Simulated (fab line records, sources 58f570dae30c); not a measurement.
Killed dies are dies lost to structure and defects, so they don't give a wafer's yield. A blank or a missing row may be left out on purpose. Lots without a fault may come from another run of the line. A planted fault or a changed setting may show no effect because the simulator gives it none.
Which tool did it? | flow berkeley_cmos170 | 7 lots, 21 wafers sampled, at 1 step of a route of 331

WHAT THE GAUGES READ, wafer by wafer
UCB170_V2_CD_MEAS_12: target cd 700 nm.
lot  | measured     | on        | cd_nm (nm)
L427 | day 7 20:02  | cd_sem-01 | 699.1 701.0 700.8
L433 | day 8 19:26  | cd_sem-01 | 697.1 696.4 697.8
L434 | day 9 00:34  | cd_sem-02 | 697.9 699.5 698.3
L435 | day 9 04:35  | cd_sem-02 | 700.7 702.8 703.0
L442 | day 11 07:49 | cd_sem-01 | 701.1 701.6 700.7
L448 | day 11 20:20 | cd_sem-02 | 700.1 700.4 701.1
L446 | day 11 20:50 | cd_sem-01 | 697.1 700.2 699.7

WHICH TOOL RAN EACH LOT (tool, then ch and the chambers of the sampled wafers, then the start)
The record holds no process step before these readings.

THE ANSWER, worked out from the rows above alone
Rule: what is usual is taken from the lots themselves. Put in order of their means at a reading, lots are off if they are a third of the lots or fewer, leave a main group of 4 or more, and stand apart from it by a gap of 3 or more times the standard deviation of the main group's means; of several such gaps the widest counts. A main group whose means are all the same, to the digits that the tables above print for the reading, isn't used. A lot without any number at a reading at which 4 lots or more have one is off too. The other lots that the step has rows for count as sound.
No lot is off at any reading shown: from this, nothing can be told.

WHAT THE SIMULATOR HAD PUT IN
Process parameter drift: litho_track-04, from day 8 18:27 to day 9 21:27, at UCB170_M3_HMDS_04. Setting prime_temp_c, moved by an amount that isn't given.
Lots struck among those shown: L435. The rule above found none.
